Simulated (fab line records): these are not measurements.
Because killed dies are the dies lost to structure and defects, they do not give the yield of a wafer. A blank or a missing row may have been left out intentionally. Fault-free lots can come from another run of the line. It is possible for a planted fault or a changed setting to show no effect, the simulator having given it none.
Comparing a struck lot with a sound one ; flow rit_cmos ; 43 out of 202 route steps
Sound: the wafers L279.3, L279.5, L279.6. Wafers struck: L286.2, L286.4, L286.5. At the end, the cause is stated.
Order at every step that has rows: each side's tool, ch and its chambers, its first start. Under that, the readings that differ: sound wafers ; struck wafers ; difference of the means ; sigmas: that difference in standard deviations of wafers without a fault.
alike: words and numbers the same on both sides, and readings whose means are apart by under 2 such deviations; not compared: readings that were withheld, readings missing a value for some wafer, numbers with overlapping values and no deviation given by the record, and bounds like >300 which may hide the same value.
Wherever a step has rows on one side only, a row that says differs or no value, or a row with sigmas, the two part there. Non-overlapping numbers with no deviation appear without sigmas and do not part them. A reading that every wafer of one side lacks parts them only if that side has two wafers or more.

first, 3 steps without rows for these wafers: RIT_REOX_CLEAN_01 (cleans in dHF, time 30 s); RIT_REOX_CLEAN_02 (cleans in SC2, time 600 s); RIT_REOX_OXIDATION_03 (target thk 25.2 nm, ox time 5580 s).
RIT_REOX_THK_MEAS_04:
  sound on film_metro-04 at day 4 22:37; struck on film_metro-02 at day 6 06:25
  alike: REOX_OXIDE_THK
then, 6 steps without rows for these wafers: RIT_NLDD_HMDS_00 (prime time 60 s); RIT_NLDD_COAT_01 (resist thk 1000 nm); RIT_NLDD_SOFTBAKE_02 (time 60 s); RIT_NLDD_EXPOSE_03 (exposes mask M7, target cd 40700 nm); RIT_NLDD_PEB_04; RIT_NLDD_DEVELOP_05 (develop time 50 s).
RIT_NLDD_OVL_MEAS_06:
  sound on overlay-02 at day 4 23:39; struck on overlay-01 at day 6 07:28
reading;sound;struck;difference;sigmas
NLDD_OVL (nm);0.4 1.8 1.3;-3.4 -1.3 -2.0;-3.4;-2
then, 1 step without rows for these wafers: RIT_NLDD_HARDBAKE_07 (time 60 s).
RIT_NLDD_IMPLANT_08:
  sound on implanter-04 ch 0, day 4 23:52; struck on implanter-04 ch 0, day 6 07:40
reading;sound;struck;difference;sigmas
beam_on_s (s);9.95 10.19 9.98;14.29 13.71 14.47;+4.12;+21
faraday_current_uA;1586 1550 1572;1099 1146 1081;-461;-14
  alike: tilt_deg
RIT_NLDD_STRIP_09: strips in O2, time 180 s.
  sound on plasma_asher-04 ch 0,1, day 5 00:02; struck on plasma_asher-02 ch 1, day 6 07:47
  alike: drypump_motor_current_A
  not compared: rf_hours_counter_h
RIT_NLDD_TW_MEAS_10:
  sound on film_metro-01 at day 5 00:10; struck on film_metro-01 at day 6 08:12
reading;sound;struck;difference;sigmas
NLDD_TW;2465 2467 2459;2681 2684 2699;+224;+9
  not compared: hold
then, 5 steps without rows for these wafers: RIT_PLDD_COAT_01 (resist thk 1000 nm); RIT_PLDD_SOFTBAKE_02 (time 60 s); RIT_PLDD_EXPOSE_03 (exposes mask M8, target cd 40900 nm); RIT_PLDD_PEB_04; RIT_PLDD_DEVELOP_05 (develop time 50 s).
RIT_PLDD_OVL_MEAS_06:
  sound on overlay-02 at day 5 01:12; struck on overlay-02 at day 6 11:06
  alike: PLDD_OVL
then, 2 steps without rows for these wafers: RIT_PLDD_HARDBAKE_07 (time 60 s); RIT_PLDD_IMPLANT_08.
RIT_PLDD_STRIP_09: strips in O2, time 180 s.
  sound on plasma_asher-04 ch 0,1, day 5 01:35; struck on plasma_asher-02 ch 0,1, day 6 11:48
  alike: drypump_motor_current_A
  not compared: rf_hours_counter_h
RIT_PLDD_TW_MEAS_10:
  sound on film_metro-04 at day 5 01:43; struck on film_metro-03 at day 6 11:59
  alike: PLDD_TW
then, 4 steps without rows for these wafers: RIT_SPACER_CLEAN_00 (cleans in SC1, time 600 s); RIT_SPACER_CLEAN_01 (cleans in dHF, time 30 s); RIT_SPACER_CLEAN_02 (cleans in SC2, time 600 s); RIT_SPACER_CVD_03 (deposits Si3N4 from SiH2Cl2/NH3, target thk 250 nm, time 3300 s).
RIT_SPACER_THK_MEAS_04:
  sound on film_metro-02 at day 5 04:04; struck on film_metro-04 at day 6 14:40
  alike: SPACER_NITRIDE_THK
RIT_SPACER_ETCHBACK_05: etches Si3N4 in SF6/CHF3, stops on SiO2, target depth 250 nm, time 240 s.
  sound on rie_diel-04 ch 0,2,3, day 5 04:06; struck on rie_diel-01 ch 0,2,3, day 6 14:43
  alike: drypump_motor_current_A, oes_product_au, throttle_valve_pct
  not compared: rf_hours_counter_h
then, 6 steps without rows for these wafers: RIT_NSD_HMDS_00 (prime time 60 s); RIT_NSD_COAT_01 (resist thk 1000 nm); RIT_NSD_SOFTBAKE_02 (time 60 s); RIT_NSD_EXPOSE_03 (exposes mask M9, target cd 40700 nm); RIT_NSD_PEB_04; RIT_NSD_DEVELOP_05 (develop time 50 s).
RIT_NSD_OVL_MEAS_06:
  sound on overlay-01 at day 5 05:14; struck on overlay-01 at day 6 16:18
  alike: NSD_OVL
then, 2 steps without rows for these wafers: RIT_NSD_HARDBAKE_07 (time 60 s); RIT_NSD_IMPLANT_08.
RIT_NSD_STRIP_09: strips in O2, time 180 s.
  sound on plasma_asher-01 ch 0,1, day 5 05:37; struck on plasma_asher-01 ch 0,1, day 6 16:38
  alike: drypump_motor_current_A
  not compared: rf_hours_counter_h
RIT_SDANNEAL_RS_MEAS_07: the measuring method here is four-point-probe.
  sound on film_metro-04 at day 5 08:17; struck on film_metro-04 at day 6 20:07
reading;sound;struck;difference;sigmas
NLDD_RS (ohm/sq);152.4 151.4 152.1;113.4 113.8 113.3;-38.5;-64
  not compared: hold
RIT_M1_PROBE_99:
  rows exist in the record for the sound wafers here (prober-02, day 5 15:23), none for the struck ones

== WHERE THEY PART ==
Last at RIT_M1_PROBE_99 as far as this record goes, first at RIT_NLDD_OVL_MEAS_06.

WHY: what had been put in by the simulator
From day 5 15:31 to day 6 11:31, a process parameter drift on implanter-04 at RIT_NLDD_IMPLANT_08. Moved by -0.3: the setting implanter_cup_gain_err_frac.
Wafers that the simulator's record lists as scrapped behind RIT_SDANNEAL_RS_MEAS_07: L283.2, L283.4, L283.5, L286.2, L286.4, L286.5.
